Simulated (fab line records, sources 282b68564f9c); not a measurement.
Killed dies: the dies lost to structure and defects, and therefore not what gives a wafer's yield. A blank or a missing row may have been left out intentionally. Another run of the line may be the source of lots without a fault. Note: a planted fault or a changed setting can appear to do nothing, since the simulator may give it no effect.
2 desks, one fault    flow ritCmos    numbers are kept per desk, each desk with only its own; the story behind them comes last

THE TOOL OWNER'S DESK: rieSi-02
The tool's own readings at RIT_GATE_ETCH_19 (etches poly-Si in SF6/CHF3/O2, stops on SiO2, time 165 s, target depth 312.5 nm): means of the sampled wafers that have a number, for each lot that ran on this tool. Any lot whose mean is over 4 standard deviations away from the usual mean is out of limits and marked OUT; that distance is given in the brackets.
Columns: A = drypumpMotorCurrentA at RIT_GATE_ETCH_19, usual 5.9 A; B = oesProductAu at RIT_GATE_ETCH_19, usual 0.845 a.u.; C = runLengthS at RIT_GATE_ETCH_19, usual 193.1 s; D = throttleValvePct at RIT_GATE_ETCH_19, usual 10.37 %
lot   first seen here  A    B      C                D
L507  day 2 15:04      6.0  0.838  192.9            10.26
L515  day 4 08:19      5.9  0.860  193.2            10.29
L521  day 5 11:33      6.0  0.822  200.7 (+16) OUT  10.35
This desk's verdict: out of limits on L521, starting with L521 at day 5 11:33 (runLengthS at RIT_GATE_ETCH_19). In limits: L507, L515.

METROLOGY DESK
What the gauges read, lot by lot, whatever tool the lot ran on: means of the sampled wafers that have a number. Any lot whose mean is over 4 standard deviations away from the usual mean is out of limits and marked OUT; that distance is given in the brackets.
Columns: A = GATE_OXIDE_THK at RIT_GATE_THK_MEAS_07, usual 3.01 nm; B = GATE_POLY_THK at RIT_GATE_THK_MEAS_09, usual 250.0 nm; C = cdNm at RIT_GATE_CD_MEAS_16, usual 148.7 nm; D = GATE_OVL at RIT_GATE_OVL_MEAS_17, usual 0.2 nm
lot   first seen here  A     B      C      D
L507  day 2 12:10      2.94  242.8  147.5  2.5
L515  day 4 05:19      3.07  254.2  150.0  1.5
L521  day 5 08:39      2.99  251.4  144.6  -1.6
L524  day 6 00:03      3.05  251.6  147.9  1.8
L530  day 7 05:02      3.01  249.2  149.8  -0.2
Finding of this desk: none of the 5 lots has anything out of limits.

ALL TOGETHER
The tool owner's desk had the chance to raise an alarm at day 5 11:33 on L521.
At the metrology desk, nothing out of limits was observed.
The metrology desk holds a record of L521, inside its limits.
RIT_GATE_ETCH_19 was run on rieSi-02 by each of the lots named.

WHAT WAS PUT IN BY THE SIMULATOR
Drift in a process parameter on rieSi-02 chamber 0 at RIT_GATE_ETCH_19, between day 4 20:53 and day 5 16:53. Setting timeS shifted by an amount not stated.
Lots struck among those shown: L521.
Each desk's first reading out of limits, in hours after the fault started: the tool owner's desk, 15.
